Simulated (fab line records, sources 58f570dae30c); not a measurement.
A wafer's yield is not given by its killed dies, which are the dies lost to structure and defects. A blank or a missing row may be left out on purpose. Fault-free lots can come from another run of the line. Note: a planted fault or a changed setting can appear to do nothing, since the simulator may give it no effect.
What tool caused it?	flow berkeley-cmos170	14 lots with 42 wafers sampled at 4 steps, on a route of 331 steps

== WHAT THE GAUGES SHOWED, per wafer ==
UCB170_M1_RS_MEAS_01: measurement is done with a four-point probe. Usual: M1_AL_RS 0.0475 ohm/sq, standard deviation 0.00056.
lot	measured	on	M1_AL_RS (ohm/sq)	flag
L239	day 6 20:17	film-metro-03	0.0475 0.0480 0.0477	
L240	day 6 23:23	film-metro-03	0.0472 0.0472 0.0473	
L238	day 6 23:39	film-metro-04	0.0470 0.0466 0.0474	
L237	day 6 23:57	film-metro-03	0.0479 0.0480 0.0476	
L243	day 7 17:07	film-metro-02	0.0473 0.0473 0.0474	
L241	day 7 18:17	film-metro-02	0.0465 0.0463 0.0463	
L245	day 8 02:19	film-metro-03	0.0474 0.0472 0.0469	
L244	day 8 02:59	film-metro-04	0.0483 0.0481 0.0480	
L246	day 8 18:47	film-metro-04	0.0487 0.0489 0.0486	
L249	day 8 23:46	film-metro-04	0.0470 0.0471 0.0469	
L250	day 9 01:48	film-metro-02	0.0476 0.0476 0.0476	
L251	day 9 22:59	film-metro-03	0.0473 0.0476 0.0476	
L256	day 11 04:11	film-metro-04	0.0474 0.0478 0.0475	
L259	day 11 09:44	film-metro-02	0.0482 0.0485 0.0480	

UCB170_M3_THK_MEAS_03: measures by xrf. Usual: M3_AL_THK 883 nm, standard deviation 13.
lot	measured	on	M3_AL_THK (nm)	flag
L239	day 7 14:02	film-metro-04	886 888 888	
L240	day 7 16:05	film-metro-04	903 896 894	
L238	day 7 16:11	film-metro-03	895 893 895	
L237	day 7 16:28	film-metro-04	872 862 865	
L243	day 8 09:53	film-metro-03	875 870 877	
L241	day 8 10:09	film-metro-02	909 897 904	
L245	day 8 19:28	film-metro-03	880 875 875	
L244	day 8 19:46	film-metro-02	889 882 881	
L246	day 9 09:17	film-metro-02	926 920 918	
L249	day 9 13:18	film-metro-04	879 885 886	
L250	day 9 13:32	film-metro-02	886 866 882	
L251	day 10 12:46	film-metro-03	901 897 889	
L256	day 11 18:18	film-metro-02	882 878 889	
L259	day 11 21:33	film-metro-03	890 889 893	

== WHICH TOOL RAN EACH LOT (tool, then ch and the chambers of the sampled wafers, then the start) ==
lot	UCB170_V1_CVD_00	UCB170_M3_SPUTTER_01
L239	pecvd-02 ch 0,1,2, day 7 02:55	pvd-sputter-02, day 7 13:49
L240	pecvd-04 ch 0,2, day 7 05:55	pvd-sputter-03, day 7 15:52
L238	pecvd-03 ch 0,1, day 7 05:55	pvd-sputter-01, day 7 15:59
L237	pecvd-02 ch 0,1, day 7 05:55	pvd-sputter-02, day 7 16:15
L243	pecvd-04 ch 0,2, day 8 01:28	pvd-sputter-02, day 8 09:40
L241	pecvd-03 ch 1,2, day 8 01:28	pvd-sputter-03, day 8 09:56
L245	pecvd-04 ch 0,1,2, day 8 10:43	pvd-sputter-02, day 8 19:16
L244	pecvd-02 ch 0,1,2, day 8 10:43	pvd-sputter-03, day 8 19:33
L246	pecvd-03 ch 1,2, day 9 01:05	pvd-sputter-02, day 9 09:04
L249	pecvd-03 ch 1,2, day 9 05:12	pvd-sputter-02, day 9 13:05
L250	pecvd-04 ch 0,1,2, day 9 05:12	pvd-sputter-01, day 9 13:20
L251	pecvd-04 ch 0,1, day 10 04:44	pvd-sputter-03, day 10 12:32
L256	pecvd-03 ch 0,2, day 11 10:50	pvd-sputter-01, day 11 18:05
L259	pecvd-03 ch 0,1,2, day 11 13:31	pvd-sputter-03, day 11 21:21
- UCB170_V1_CVD_00: deposits SiO2 from TEOS/O2, target thk 2000 nm, time 250 s.
- UCB170_M3_SPUTTER_01: material Al, target thk 900 nm, time 120 s.

== AS READ BY THE TOOLS THEMSELVES (means over the sampled wafers that have a number; for cases with no such wafer, the mark the record gives instead) ==
UCB170_V1_CVD_00. Usual: heater-power-w reads 290 W (standard deviation 54).
lot	tool	heater-power-w (W)	flag
L239	pecvd-02	333	
L240	pecvd-04	276	
L238	pecvd-03	239	
L237	pecvd-02	319	
L243	pecvd-04	285	
L241	pecvd-03	305	
L245	pecvd-04	259	
L244	pecvd-02	301	
L246	pecvd-03	307	
L249	pecvd-03	314	
L250	pecvd-04	296	
L251	pecvd-04	276	
L256	pecvd-03	249	
L259	pecvd-03	254	

UCB170_M3_SPUTTER_01. Usual: throttle-valve-pct reads 30.1 % (standard deviation 1.3).
lot	tool	throttle-valve-pct (%)	flag
L239	pvd-sputter-02	28.7	
L240	pvd-sputter-03	30.7	
L238	pvd-sputter-01	30.7	
L237	pvd-sputter-02	29.8	
L243	pvd-sputter-02	29.9	
L241	pvd-sputter-03	31.0	
L245	pvd-sputter-02	28.2	
L244	pvd-sputter-03	30.6	
L246	pvd-sputter-02	28.6	
L249	pvd-sputter-02	29.5	
L250	pvd-sputter-01	30.7	
L251	pvd-sputter-03	31.0	
L256	pvd-sputter-01	30.5	
L259	pvd-sputter-03	30.6	

== THE ANSWER, worked out from the rows above alone ==
Rule: lot off if the mean of its wafers having a number is beyond 3 standard deviations from the usual mean. Also off: a lot with no number at a reading for which 4 or more lots have one. The other lots that the step has rows for count as sound. Order of review: gauges by route order, followed by the tools' own readings, for which a lot's mean as printed above is used. The first step at which some lot is off is used, and at that step the reading that is off furthest; a lot without a number counts as furthest.
No lot is off at any reading shown: from this, nothing can be told.

== WHAT HAD BEEN PUT IN BY THE SIMULATOR ==
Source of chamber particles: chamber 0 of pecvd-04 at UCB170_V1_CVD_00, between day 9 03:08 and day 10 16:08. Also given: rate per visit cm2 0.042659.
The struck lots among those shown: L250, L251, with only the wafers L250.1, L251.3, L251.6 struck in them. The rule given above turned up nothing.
